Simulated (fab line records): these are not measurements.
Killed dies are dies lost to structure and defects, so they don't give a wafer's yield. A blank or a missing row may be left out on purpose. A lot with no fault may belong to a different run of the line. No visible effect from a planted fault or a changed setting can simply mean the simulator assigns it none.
Split-lot experiment	flow rit cmos	route with 202 steps; 5 lots, 23 wafers read

ON THE SPLIT
At RIT_NRETRO_IMPLANT_08, the setting energy kev was moved away from the recipe's 70 on 8 of the 23 wafers read, by -3.1% to +4.4%. The other wafers ran this setting at the recipe's value.

The reading comes from the split's own step.

THE READING
implant.drp nm (the simulator's own value, which no gauge read), in nm, at RIT_NRETRO_IMPLANT_08. There is no usual value for it anywhere in the file.

wafer	tool, chamber at the split	energy kev as run	against the recipe	implant.drp nm, nm	against lot-mates on the recipe
L078.1	implanter-02, 0	70	recipe	33.94	-
L078.3	implanter-02, 0	70	recipe	33.94	-
L078.2	implanter-02, 0	73.1	+4.4%	35.2	+1.26
L078.5	implanter-02, 0	73.1	+4.4%	35.2	+1.26
L078.6	implanter-02, 0	73.1	+4.4%	35.2	+1.26
L079.1	implanter-03, 0	70	recipe	33.94	-
L079.3	implanter-03, 0	70	recipe	33.94	-
L079.6	implanter-03, 0	70	recipe	33.94	-
L079.2	implanter-03, 0	68.38	-2.3%	33.27	-0.67
L079.5	implanter-03, 0	68.38	-2.3%	33.27	-0.67
L080.2	implanter-01, 0	70	recipe	33.94	-
L080.4	implanter-01, 0	70	recipe	33.94	-
L080.6	implanter-01, 0	70	recipe	33.94	-
L081.2	implanter-03, 0	70	recipe	33.94	-
L081.5	implanter-03, 0	70	recipe	33.94	-
L081.3	implanter-03, 0	67.84	-3.1%	33.05	-0.89
L081.4	implanter-03, 0	67.84	-3.1%	33.05	-0.89
L081.6	implanter-03, 0	67.84	-3.1%	33.05	-0.89
L085.1	implanter-03, 0	70	recipe	33.94	-
L085.2	implanter-03, 0	70	recipe	33.94	-
L085.3	implanter-03, 0	70	recipe	33.94	-
L085.4	implanter-03, 0	70	recipe	33.94	-
L085.5	implanter-03, 0	70	recipe	33.94	-

THE FIT
A straight line over all 23 wafers: implant.drp nm changes by +0.286 nm for each +1% of energy kev; r = +1.00; the points scatter about the line by 0.0036 nm.
The same after taking each lot's own level away (the mean of its wafers on the recipe; 23 wafers): +0.286 nm for each +1%; r = +1.00; scatter 0.0036 nm.
According to that fit, moving energy kev by its largest amount changes the reading by 1.3 nm.
The lots' own levels span 33.940 to 33.940 nm.
So the lot-to-lot level changes the slope little: the two slopes agree.
Check: for one of the wafers moved furthest among these (+4.4%), held out of the fit, the line's prediction against its lot-mates is +1.27 nm. It came out at +1.26 nm against them.

THESE WAFERS: OTHER SPLITS
Before the reading, these wafers also passed through other splits. Each is held against what the fit with the lots' levels taken away leaves over:
other split on the same wafers	wafers away from the commonest value	r with implant.drp nm (lot level and that fit taken away)
RIT_ACTIVE_OXIDATION_01 temp c	5	+0.08
RIT_ACTIVE_SOFTBAKE_07 temp c	10	+0.08
RIT_PWELL_COAT_01 spin rpm	6	-0.36
RIT_PWELL_IMPLANT_08 energy kev	8	-0.02

THE WHOLE CHAIN: every reading that the file lists as answering this split, in the file's order
step	what it does	reading	change (the file's fit)	r (the file's)
RIT_NRETRO_IMPLANT_08		implant.rp nm (the simulator's own value, which no gauge read)	+0.901 nm for each +1% of the setting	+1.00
RIT_NRETRO_IMPLANT_08		implant.drp nm (the simulator's own value, which no gauge read)	+0.286 nm for each +1% of the setting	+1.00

FILE'S OWN FIT
implant.drp nm changes by +0.286 nm for each +1% of energy kev, r = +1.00.
